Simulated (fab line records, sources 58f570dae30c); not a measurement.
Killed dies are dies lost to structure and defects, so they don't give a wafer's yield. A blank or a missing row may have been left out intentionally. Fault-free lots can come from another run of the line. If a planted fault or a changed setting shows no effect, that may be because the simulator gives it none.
Split-lot trial + flow berkeley cmos170 + 5 lots, 23 wafers read, on a route of 331 steps

## THE SPLIT ITSELF
At UCB170_M1_COAT_04 (resist thk 900 nm), the setting resist thk nm was moved away from the recipe's 900 nm on 5 of the 23 wafers read, by -2.7% to +4.1%. The other wafers ran this setting at the recipe's value.

## FROM THE SPLIT TO THE READING: what the file shows between them, 3 steps
- UCB170_M1_SOFTBAKE_05: time 60 s
- UCB170_M1_EXPOSE_06: exposes mask METAL1, target cd 700 nm
- UCB170_M1_ETCH_11: etches BARC in N2/H2

## THE READING
KrF_of_M1_COAT_04.thk nm (the simulator's own value, which no gauge read), in nm, at UCB170_M1_METAL_ETCH_12 (etches Al in Cl2/BCl3, stops on PSG, target depth 780 nm, time 130 s). There is no usual value for it anywhere in the file. The 18 wafers here that ran the recipe average 447.7 nm, standard deviation 4.8 nm.

| wafer  | tool, chamber at the split | resist thk nm as run, nm | against the recipe | KrF_of_M1_COAT_04.thk nm, nm | against lot-mates on the recipe |
|--------|----------------------------|--------------------------|--------------------|------------------------------|---------------------------------|
| L075.1 | litho track-03, 0          | 900                      | recipe             | 449.3                        | -                               |
| L075.2 | litho track-03, 0          | 900                      | recipe             | 442                          | -                               |
| L075.3 | litho track-03, 0          | 936.5                    | +4.1%              | 475.5                        | +28.2                           |
| L075.4 | litho track-03, 0          | 900                      | recipe             | 450.5                        | -                               |
| L075.5 | litho track-03, 0          | 936.5                    | +4.1%              | 490.4                        | +43.1                           |
| L078.3 | litho track-02, 0          | 900                      | recipe             | 449.1                        | -                               |
| L078.5 | litho track-02, 0          | 900                      | recipe             | 450.6                        | -                               |
| L078.6 | litho track-02, 0          | 900                      | recipe             | 447.2                        | -                               |
| L079.2 | litho track-02, 0          | 900                      | recipe             | 442.1                        | -                               |
| L079.3 | litho track-02, 0          | 900                      | recipe             | 447.2                        | -                               |
| L079.4 | litho track-02, 0          | 900                      | recipe             | 441.9                        | -                               |
| L079.5 | litho track-02, 0          | 900                      | recipe             | 443.8                        | -                               |
| L079.6 | litho track-02, 0          | 900                      | recipe             | 451.4                        | -                               |
| L082.1 | litho track-02, 0          | 900                      | recipe             | 442.9                        | -                               |
| L082.2 | litho track-02, 0          | 900                      | recipe             | 455.9                        | -                               |
| L082.3 | litho track-02, 0          | 900                      | recipe             | 456                          | -                               |
| L082.4 | litho track-02, 0          | 900                      | recipe             | 447.9                        | -                               |
| L082.5 | litho track-02, 0          | 900                      | recipe             | 452.6                        | -                               |
| L084.2 | litho track-04, 0          | 875.8                    | -2.7%              | 426.6                        | -17.4                           |
| L084.3 | litho track-04, 0          | 900                      | recipe             | 449.4                        | -                               |
| L084.4 | litho track-04, 0          | 900                      | recipe             | 438.7                        | -                               |
| L084.5 | litho track-04, 0          | 875.8                    | -2.7%              | 423.8                        | -20.2                           |
| L084.6 | litho track-04, 0          | 875.8                    | -2.7%              | 419.6                        | -24.4                           |

FIT RESULTS
A straight line over all 23 wafers: KrF_of_M1_COAT_04.thk nm changes by +8.84 nm for each +1% of resist thk nm; r = +0.94; the points scatter about the line by 5.1 nm.
The same after taking each lot's own level away (the mean of its wafers on the recipe; 23 wafers): +8.36 nm for each +1%; r = +0.95; scatter 4.6 nm.
On that fit, the largest move of resist thk nm shifts the reading by 34 nm.
Across the lots, their own levels run from 444.05 to 451.06 nm, a range of 1.5 times the standard deviation given above.
The two slopes agree, so the slope changes little with the lot-to-lot level.
Check: with one of the wafers moved furthest among these (+4.1%) left out of the fit, the line predicts +37.5 nm for it against its lot-mates. It came out at +28.2 nm against them.

## THE OTHER SPLITS THESE WAFERS WENT THROUGH
Note: prior to the reading, these wafers also went through further splits. Each is held against what the fit with the lots' levels taken away leaves over:
| other split on the same wafers        | wafers away from the commonest value | r with KrF_of_M1_COAT_04.thk nm (lot level and that fit taken away) |
|---------------------------------------|--------------------------------------|---------------------------------------------------------------------|
| UCB170_CONTACT_COAT_10 spin rpm       | 7                                    | +0.06                                                               |
| UCB170_CONTACT_ETCH_17 pressure mtorr | 18                                   | +0.02                                                               |

## THE WHOLE CHAIN: every reading that the file lists as answering this split, in the file's order
| step                    | what it does                                                         | reading                                                                   | change (the file's fit)              | r (the file's) |
|-------------------------|----------------------------------------------------------------------|---------------------------------------------------------------------------|--------------------------------------|----------------|
| UCB170_M1_COAT_04       | resist thk 900 nm                                                    | KrF_of_M1_COAT_04.thk nm (the simulator's own value, which no gauge read) | +9.59 nm for each +1% of the setting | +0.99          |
| UCB170_M1_METAL_ETCH_12 | etches Al in Cl2/BCl3, stops on PSG, target depth 780 nm, time 130 s | KrF_of_M1_COAT_04.thk nm (the simulator's own value, which no gauge read) | +8.46 nm for each +1% of the setting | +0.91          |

## FILE'S OWN FIT
KrF_of_M1_COAT_04.thk nm changes by +8.46 nm for each +1% of resist thk nm, r = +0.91.
